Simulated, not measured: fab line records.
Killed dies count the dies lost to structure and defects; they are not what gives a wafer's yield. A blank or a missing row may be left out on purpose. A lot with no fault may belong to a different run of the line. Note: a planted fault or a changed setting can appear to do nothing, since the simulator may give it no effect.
Struck lot and sound lot, side by side :: flow rit_cmos :: 23 out of 202 route steps
Sound: these wafers, L534.1, L534.3, L534.4. Wafers struck: L540.1, L540.2, L540.5. Last of all comes the cause.
At each step with rows: each side's tool, then ch and its chambers, then its first start. Under that, the readings that differ: sound wafers :: struck wafers :: difference of the means :: sigmas: that difference in standard deviations of wafers without a fault.
alike: same words and numbers on both sides, and readings whose means sit less than 2 such deviations apart. not compared: any withheld reading, any reading some wafer has no value for, any bound like >300 that may hide the same value, and any number with overlapping values for which the record gives no deviation.
A row with sigmas, a row that says differs or no value, or rows on one side alone: a step with any of these is where the two part. Numbers that don't overlap but have no deviation are shown without sigmas and don't part them. A reading missing from all wafers of one side parts the sides only when that side holds two or more wafers.

RIT_CONTACT_CD_MEAS_08: the cd target is 1000 nm.
  sound: cd_sem-01 at day 4 21:45; struck: cd_sem-02 at day 5 23:47
  alike: cd_nm
RIT_CONTACT_OVL_MEAS_09:
  sound: overlay-02 at day 4 21:52; struck: overlay-01 at day 5 23:54
  alike: CONTACT_OVL
then, 1 step without rows for these wafers: RIT_CONTACT_HARDBAKE_10 (time 60 s).
RIT_CONTACT_ETCH_11: etches SiO2 in CHF3/CF4/Ar, stops on TiSi2, target depth 480 nm, time 320 s.
  sound on rie_diel-04 ch 1,3, day 4 22:04; struck on rie_diel-04 ch 0,3, day 6 00:05
  alike: drypump_motor_current_A, oes_product_au, throttle_valve_pct
  not compared: rf_hours_counter_h
RIT_CONTACT_STRIP_12: strips in O2, time 180 s.
  sound on plasma_asher-02 ch 0,1, day 4 22:15; struck on plasma_asher-01 ch 0,1, day 6 00:17
  alike: drypump_motor_current_A
  not compared: rf_hours_counter_h
RIT_CONTACT_CD_MEAS_90: the cd target is 1000 nm.
  sound: cd_sem-01 at day 4 22:26; struck: cd_sem-02 at day 6 00:28
  alike: cd_nm
then, 2 steps without rows for these wafers: RIT_CONTACT_CLEAN_13 (cleans in SC1, time 600 s); RIT_CONTACT_CLEAN_14 (cleans in SC2, time 600 s).
RIT_M1_SPUTTER_00: material Al, target thk 400 nm, time 500 s.
  sound: pvd_sputter-03 at day 4 22:54; struck: pvd_sputter-04 at day 6 00:58
  alike: throttle_valve_pct
RIT_M1_RS_MEAS_01: the measuring method here is four-point-probe.
  sound: film_metro-03 at day 4 23:11; struck: film_metro-04 at day 6 01:15
  alike: M1_AL_RS
RIT_M1_THK_MEAS_02: measures by xrf.
  sound: film_metro-03 at day 4 23:19; struck: film_metro-04 at day 6 01:22
  alike: M1_AL_THK
then, 1 step without rows for these wafers: RIT_M1_HMDS_03 (prime time 60 s).
RIT_M1_COAT_04: resist thk 1300 nm.
  sound on litho_track-01 ch 0, day 4 23:31; struck on litho_track-02 ch 0, day 6 01:40
reading: spin_speed_rpm (rpm)
sound: 1999.3 2000.4 2001.7
struck: 1940.7 1940.1 1938.9
difference: -60.6
sigmas: -47

reading: model.NOVOLAK_of_M1_COAT_04.thk_nm (nm)
sound: 1302 1297 1300
struck: 1318 1316 1317
difference: +17
sigmas: 
then, 4 steps without rows for these wafers: RIT_M1_SOFTBAKE_05 (time 60 s); RIT_M1_EXPOSE_06 (exposes mask M12, target cd 2600 nm); RIT_M1_PEB_07; RIT_M1_DEVELOP_08 (develop time 68 s).
RIT_M1_CD_MEAS_09: the cd target is 2600 nm.
  sound: cd_sem-01 at day 5 00:23; struck: cd_sem-01 at day 6 02:34
  alike: cd_nm
RIT_M1_OVL_MEAS_10:
  sound: overlay-01 at day 5 00:30; struck: overlay-01 at day 6 02:41
  alike: M1_OVL
then, 1 step without rows for these wafers: RIT_M1_HARDBAKE_11 (time 120 s).
RIT_M1_METAL_ETCH_12: etches Al in Cl2/BCl3, stops on SiO2, time 165 s, target depth 600 nm.
  sound on rie_metal-04 ch 0,1, day 5 00:47; struck on rie_metal-04 ch 0,1, day 6 02:58
reading: model.NOVOLAK_of_M1_COAT_04.thk_nm (nm)
sound: 805.3 806.9 803.6
struck: 822.8 821.7 824.8
difference: +17.8
sigmas: 
  alike: drypump_motor_current_A, oes_product_au, throttle_valve_pct
  not compared: rf_hours_counter_h
then, 1 step without rows for these wafers: RIT_M1_STRIP_13 (strips in nmp, time 600 s).
RIT_M1_PROBE_99:
  sound: prober-01 at day 5 04:03; struck: prober-01 at day 6 05:40
  alike: defect_limited_yield, killed_at_contacts, killed_at_front_end, killed_dies, killed_open, killed_short, sort_bin_3_pad_short, sort_bin_5_function, sort_bin_6_memory, sort_n_pass, sort_yield_pct

== WHERE THEY PART ==
At RIT_M1_COAT_04 and nowhere else, as far as this record goes. Later steps at which nothing parts them and some readings are alike: RIT_M1_CD_MEAS_09, RIT_M1_OVL_MEAS_10, RIT_M1_METAL_ETCH_12, RIT_M1_PROBE_99.

WHY: what had been put in by the simulator
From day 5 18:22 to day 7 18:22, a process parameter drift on litho_track-02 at RIT_M1_COAT_04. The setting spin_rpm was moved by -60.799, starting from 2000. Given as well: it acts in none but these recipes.
